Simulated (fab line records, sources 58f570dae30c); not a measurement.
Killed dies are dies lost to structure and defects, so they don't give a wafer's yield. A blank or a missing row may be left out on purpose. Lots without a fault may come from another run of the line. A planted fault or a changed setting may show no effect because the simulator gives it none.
Which tool did it? | flow berkeley_cmos170 | 13 lots, 39 wafers sampled, at 5 steps of a route of 331

WHAT THE GAUGES READ, wafer by wafer
UCB170_START_THK_MEAS_03.
lot  | measured    | on            | START_OXIDE_THK (nm)
L403 | day 1 17:02 | film_metro-01 | 19.9 20.3 19.7
L402 | day 1 17:04 | film_metro-02 | 19.6 19.6 19.5
L405 | day 2 06:13 | film_metro-02 | 20.7 20.6 20.8
L407 | day 2 12:50 | film_metro-02 | 19.3 19.4 19.6
L406 | day 2 12:51 | film_metro-01 | 20.2 20.0 19.8
L408 | day 2 23:54 | film_metro-01 | 20.3 20.0 20.0
L410 | day 3 06:52 | film_metro-02 | 20.3 20.4 19.7
L411 | day 3 11:22 | film_metro-01 | 20.2 20.0 20.0
L412 | day 3 17:14 | film_metro-01 | 20.2 19.9 20.2
L413 | day 3 23:04 | film_metro-01 | 20.0 19.7 20.0
L414 | day 4 03:12 | film_metro-02 | 20.2 20.3 20.3
L415 | day 4 08:25 | film_metro-01 | 20.9 21.0 20.8
L422 | day 5 16:28 | film_metro-01 | 19.8 19.6 19.7

UCB170_FIELD_THK_MEAS_90.
lot  | measured    | on            | FIELD_OXIDE_LEFT_1_THK (nm)
L403 | day 6 02:13 | film_metro-02 | 450 448 449
L402 | day 6 02:14 | film_metro-03 | 448 451 448
L405 | day 6 11:44 | film_metro-02 | 447 450 443
L407 | day 6 11:45 | film_metro-03 | 439 438 449
L406 | day 6 15:50 | film_metro-03 | 445 435 437
L408 | day 7 04:20 | film_metro-03 | 438 439 442
L410 | day 7 12:07 | film_metro-03 | 433 440 433
L411 | day 7 12:05 | film_metro-02 | 440 453 449
L412 | day 7 20:08 | film_metro-03 | 434 435 444
L413 | day 8 09:57 | film_metro-04 | 431 420 424
L414 | day 8 09:57 | film_metro-02 | 430 427 432
L415 | day 8 09:57 | film_metro-03 | 448 443 444
L422 | day 9 23:08 | film_metro-04 | 455 467 463

UCB170_PVT_TW_MEAS_09.
lot  | measured     | on            | PVT_TW
L403 | day 6 22:49  | film_metro-02 | 505.9 506.8 507.8
L402 | day 6 22:20  | film_metro-03 | 509.0 509.3 506.4
L405 | day 7 11:18  | film_metro-03 | 511.2 513.8 509.9
L407 | day 7 11:05  | film_metro-02 | 511.1 510.7 507.9
L406 | day 7 11:41  | film_metro-02 | 507.3 506.7 506.3
L408 | day 8 00:22  | film_metro-03 | 507.0 506.7 506.5
L410 | day 8 09:29  | film_metro-04 | 506.8 504.2 504.1
L411 | day 8 09:19  | film_metro-04 | 502.9 499.4 501.4
L412 | day 8 21:14  | film_metro-02 | 507.7 509.2 509.9
L413 | day 9 08:28  | film_metro-02 | 508.7 507.9 508.3
L414 | day 9 08:11  | film_metro-04 | 506.9 508.0 506.9
L415 | day 9 07:54  | film_metro-04 | 503.7 504.8 507.8
L422 | day 10 22:50 | film_metro-04 | 509.1 505.7 507.8

UCB170_FIELD_THK_MEAS_91.
lot  | measured     | on            | FIELD_OXIDE_LEFT_2_THK (nm)
L403 | day 6 22:56  | film_metro-03 | 362 360 361
L402 | day 6 22:28  | film_metro-03 | 358 362 359
L405 | day 7 11:29  | film_metro-02 | 359 361 355
L407 | day 7 11:22  | film_metro-03 | 351 350 362
L406 | day 7 12:05  | film_metro-03 | 357 347 349
L408 | day 8 00:52  | film_metro-03 | 349 351 354
L410 | day 8 09:40  | film_metro-02 | 344 351 343
L411 | day 8 09:26  | film_metro-03 | 352 364 361
L412 | day 8 22:58  | film_metro-03 | 347 347 357
L413 | day 9 08:35  | film_metro-04 | 343 333 337
L414 | day 9 08:19  | film_metro-03 | 342 339 344
L415 | day 9 08:01  | film_metro-03 | 358 355 355
L422 | day 10 22:58 | film_metro-02 | 368 378 376

WHICH TOOL RAN EACH LOT (tool, then ch and the chambers of the sampled wafers, then the start)
lot  | UCB170_FIELD_WET_ETCH_04
L403 | wet_bench-02 ch 1, day 5 22:19
L402 | wet_bench-02 ch 0, day 5 22:19
L405 | wet_bench-02 ch 0, day 6 08:09
L407 | wet_bench-02 ch 2, day 6 08:09
L406 | wet_bench-02 ch 1, day 6 11:56
L408 | wet_bench-04 ch 1, day 7 00:27
L410 | wet_bench-02 ch 2, day 7 08:04
L411 | wet_bench-02 ch 2, day 7 08:04
L412 | wet_bench-02 ch 0, day 7 16:11
L413 | wet_bench-01 ch 1, day 8 06:24
L414 | wet_bench-01 ch 0, day 8 06:24
L415 | wet_bench-01 ch 1, day 8 06:24
L422 | wet_bench-02 ch 3, day 9 19:35
- UCB170_FIELD_WET_ETCH_04: etches SiO2 in dHF, time 60 s.

WHAT THE TOOLS THEMSELVES READ (means of the sampled wafers that have a number; where no wafer has one, the mark that the record gives instead)
UCB170_FIELD_WET_ETCH_04.
lot  | tool         | run_length_s (s)
L403 | wet_bench-02 | 92
L402 | wet_bench-02 | 93
L405 | wet_bench-02 | 86
L407 | wet_bench-02 | 86
L406 | wet_bench-02 | 86
L408 | wet_bench-04 | 94
L410 | wet_bench-02 | 92
L411 | wet_bench-02 | 93
L412 | wet_bench-02 | 86
L413 | wet_bench-01 | 85
L414 | wet_bench-01 | 87
L415 | wet_bench-01 | 86
L422 | wet_bench-02 | 52

THE ANSWER, worked out from the rows above alone
Rule: what is usual is taken from the lots themselves. Put in order of their means at a reading, lots are off if they are a third of the lots or fewer, leave a main group of 4 or more, and stand apart from it by a gap of 3 or more times the standard deviation of the main group's means; of several such gaps the widest counts. A main group whose means are all the same, to the digits that the tables above print for the reading, isn't used. A lot without any number at a reading at which 4 lots or more have one is off too. The other lots that the step has rows for count as sound. The gauges are gone through in route order, then the tools' own readings, and for those a lot's mean is taken as printed above. The first step at which some lot is off is used, and at that step the reading that is off furthest; a lot without a number counts as furthest.
Off: L422, at UCB170_FIELD_WET_ETCH_04 (run_length_s). The main group: mean 89 s, standard deviation 3.4.
A tool fits if, at that step or a process step before it, it ran every lot that is off, and no sound lot after the first of them. One fits: wet_bench-02 at UCB170_FIELD_WET_ETCH_04. Its last sound lot is L412 (day 7 16:11), its first lot that is off L422 (day 9 19:35): a fault that began between those two fits.
The tool's own readings at UCB170_FIELD_WET_ETCH_04 bear it out: on the lots that are off they differ by more than 5 times the standard deviation of the sound lots' means. run_length_s reads 52 s there against 89 s on the sound lots.

WHAT THE SIMULATOR HAD PUT IN
Process parameter drift: wet_bench-02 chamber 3, from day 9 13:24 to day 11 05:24, at UCB170_FIELD_WET_ETCH_04. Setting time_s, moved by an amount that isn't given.
Lots struck among those shown: L422. The rule above found the same.
